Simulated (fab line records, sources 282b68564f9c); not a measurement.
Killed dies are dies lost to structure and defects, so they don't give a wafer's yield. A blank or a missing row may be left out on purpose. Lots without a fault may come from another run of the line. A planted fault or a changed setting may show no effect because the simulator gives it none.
Split-lot experiment | flow rit_cmos | 5 lots, 20 wafers read, on a route of 202 steps

THE SPLIT
At RIT_GATE_DEVELOP_15 (develop time 50 s), the setting develop_time_s was moved away from the recipe's 50 s on 5 of the 20 wafers read, by -7.5% to +7.7%. The other wafers ran this setting at the recipe's value.

FROM THE SPLIT TO THE READING: what the file shows between them, 1 step
- RIT_GATE_HARDBAKE_18: time 60 s

THE READING
GATE.cd_nm (the simulator's own value, which no gauge read), in nm, at RIT_GATE_ETCH_19 (etches poly-Si in SF6/CHF3/O2, stops on SiO2, time 165 s, target depth 312.5 nm). The file gives no usual value for it. The 15 wafers here that ran the recipe average 149.3 nm, standard deviation 2.1 nm.

wafer  | tool, chamber at the split | develop_time_s as run, s | against the recipe | GATE.cd_nm, nm | against lot-mates on the recipe
L074.1 | litho_track-01, 0          | 50                       | recipe             | 147.8          | -
L074.3 | litho_track-01, 0          | 50                       | recipe             | 149.4          | -
L074.4 | litho_track-01, 0          | 50                       | recipe             | 151.1          | -
L074.5 | litho_track-01, 0          | 50                       | recipe             | 150            | -
L074.6 | litho_track-01, 0          | 50                       | recipe             | 148.2          | -
L075.4 | litho_track-01, 0          | 50                       | recipe             | 146.9          | -
L075.6 | litho_track-01, 0          | 50                       | recipe             | 146.1          | -
L078.2 | litho_track-01, 0          | 50                       | recipe             | 151.8          | -
L078.3 | litho_track-01, 0          | 53.84                    | +7.7%              | 139.5          | -11.3
L078.4 | litho_track-01, 0          | 50                       | recipe             | 149.7          | -
L078.5 | litho_track-01, 0          | 50                       | recipe             | 151            | -
L078.6 | litho_track-01, 0          | 53.84                    | +7.7%              | 138.9          | -11.9
L081.1 | litho_track-01, 0          | 46.23                    | -7.5%              | 164            | +11.4
L081.3 | litho_track-01, 0          | 46.23                    | -7.5%              | 163.7          | +11.1
L081.4 | litho_track-01, 0          | 46.23                    | -7.5%              | 166.4          | +13.8
L081.5 | litho_track-01, 0          | 50                       | recipe             | 153.6          | -
L081.6 | litho_track-01, 0          | 50                       | recipe             | 151.5          | -
L084.3 | litho_track-03, 0          | 50                       | recipe             | 148.1          | -
L084.4 | litho_track-03, 0          | 50                       | recipe             | 146.4          | -
L084.6 | litho_track-03, 0          | 50                       | recipe             | 148.3          | -

THE FIT
A straight line over all 20 wafers: GATE.cd_nm changes by -1.73 nm for each +1% of develop_time_s; r = -0.95; the points scatter about the line by 2.3 nm.
The same after taking each lot's own level away (the mean of its wafers on the recipe; 20 wafers): -1.57 nm for each +1%; r = -0.99; scatter 1 nm.
On that fit, the largest move of develop_time_s shifts the reading by 12 nm.
The lots' own levels span 146.50 to 152.55 nm, that is 2.9 times the standard deviation above.
So the lot-to-lot level changes the slope: the two fits differ.
Check: with one of the wafers moved furthest among these (+7.7%) left out of the fit, the line predicts -12.2 nm for it against its lot-mates. It came out at -11.3 nm against them.

OTHER SPLITS ON THESE WAFERS
These wafers also went through other splits before the reading. Each is held against what the fit with the lots' levels taken away leaves over:
other split on the same wafers   | wafers away from the commonest value | r with GATE.cd_nm (lot level and that fit taken away)
RIT_ACTIVE_CVD_03 pressure_mtorr | 15                                   | -0.08
RIT_ACTIVE_EXPOSE_08 dose_mj     | 4                                    | -0.38
RIT_ACTIVE_ETCH_13 rf_w          | 6                                    | -0.16
RIT_FOX1_WET_ETCH_02 time_s      | 7                                    | +0.02
RIT_NWELL_IMPLANT_08 dose_cm2    | 5                                    | -0.05
RIT_PWELL_IMPLANT_08 dose_cm2    | 3                                    | +0.12
RIT_NRETRO_SOFTBAKE_02 temp_c    | 9                                    | -0.08
RIT_GATE_SOFTBAKE_12 temp_c      | 8                                    | -0.10

THE FILE'S OWN FIT
GATE.cd_nm changes by -1.56 nm for each +1% of develop_time_s, r = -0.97.
